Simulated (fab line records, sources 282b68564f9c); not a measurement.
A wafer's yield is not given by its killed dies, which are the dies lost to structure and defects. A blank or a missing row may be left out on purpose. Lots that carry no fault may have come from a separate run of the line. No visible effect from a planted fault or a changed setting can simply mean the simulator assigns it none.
Which tool did it? | flow rit cmos | 12 lots, 36 wafers sampled, at 2 steps of a route of 202

WHAT THE GAUGES READ, wafer by wafer
No reading from a measuring or inspecting step in the record can be judged against a usual standard deviation.

TOOL THAT RAN EACH LOT (tool first, then ch and the chambers of the sampled wafers, then the start)
lot  | RIT_NLDD_IMPLANT_08            | RIT_M1_PROBE_99
L544 | implanter-03 ch 0, day 2 23:55 | -
L545 | implanter-03 ch 0, day 3 05:24 | -
L546 | implanter-02 ch 0, day 3 12:57 | -
L547 | implanter-03 ch 0, day 3 17:20 | -
L553 | implanter-02 ch 0, day 4 18:52 | -
L554 | implanter-02 ch 0, day 4 20:44 | prober-01, day 5 12:46
L560 | implanter-03 ch 0, day 6 02:26 | prober-01, day 6 18:40
L561 | implanter-04 ch 0, day 6 07:48 | -
L564 | implanter-03 ch 0, day 6 22:26 | -
L565 | implanter-03 ch 0, day 7 01:39 | -
L566 | implanter-03 ch 0, day 7 07:31 | -
L567 | implanter-04 ch 0, day 7 12:10 | -
- RIT_NLDD_IMPLANT_08
- RIT_M1_PROBE_99

AS READ BY THE TOOLS THEMSELVES (means over the sampled wafers that have a number; for cases with no such wafer, the mark the record gives instead)
RIT_NLDD_IMPLANT_08. Usual: 20.000 for beam energy keV, sd 0.006.
lot  | tool         | beam energy keV | flag
L544 | implanter-03 | 20.003          |
L545 | implanter-03 | 19.992          |
L546 | implanter-02 | 19.994          |
L547 | implanter-03 | 20.001          |
L553 | implanter-02 | 21.054          | OFF
L554 | implanter-02 | 21.047          | OFF
L560 | implanter-03 | 20.007          |
L561 | implanter-04 | 20.002          |
L564 | implanter-03 | 20.004          |
L565 | implanter-03 | 20.002          |
L566 | implanter-03 | 19.996          |
L567 | implanter-04 | 20.005          |

RIT_M1_PROBE_99. Usual: killed at contacts 0.1, standard deviation 0.29; killed at front end 7, standard deviation 3; killed dies 8, standard deviation 3; killed on rim 2.0, standard deviation 1.5; killed open 3.7, standard deviation 2; killed short 3.8, standard deviation 2.1.
lot  | tool      | killed at contacts | killed at front end | killed dies | killed on rim | killed open | killed short | flag
L554 | prober-01 | 0.0                | 9                   | 9           | 2.7           | 4.3         | 5.0          |
L560 | prober-01 | 0.0                | 10                  | 10          | 4.0           | 5.7         | 4.3          |

THE ANSWER, worked out from the rows above alone
Rule: lot off if the mean of its wafers having a number is beyond 3 standard deviations from the usual mean. A lot without any number at a reading at which 4 lots or more have one is off too. Where the step has rows for the other lots, those lots are counted as sound. After the gauges, taken in route order, come the tools' own readings; for these a lot's mean is taken, as printed above. The first step at which some lot is off is used, and at that step the reading that is off furthest; a lot without a number counts as furthest.
Off: L553, L554 (RIT_NLDD_IMPLANT_08, beam energy keV).
A tool fits if, at that step or a process step before it, it ran every lot that is off, and no sound lot after the first of them. One fits: implanter-02 at RIT_NLDD_IMPLANT_08. A fault onset in the window from L546 (day 3 12:57, its last sound lot) to L553 (day 4 18:52, its first lot off) fits.
The tool's own readings at RIT_NLDD_IMPLANT_08 bear it out: on the lots that are off they differ by more than 5 times the standard deviation of the sound lots' means. beam energy keV reads 21.050 there against 20.001 on the sound lots.

WHAT THE SIMULATOR HAD INSERTED
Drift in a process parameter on implanter-02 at RIT_NLDD_IMPLANT_08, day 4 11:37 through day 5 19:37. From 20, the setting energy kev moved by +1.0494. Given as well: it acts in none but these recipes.
Lots struck among those shown: L553, L554. The rule above reached the same finding.
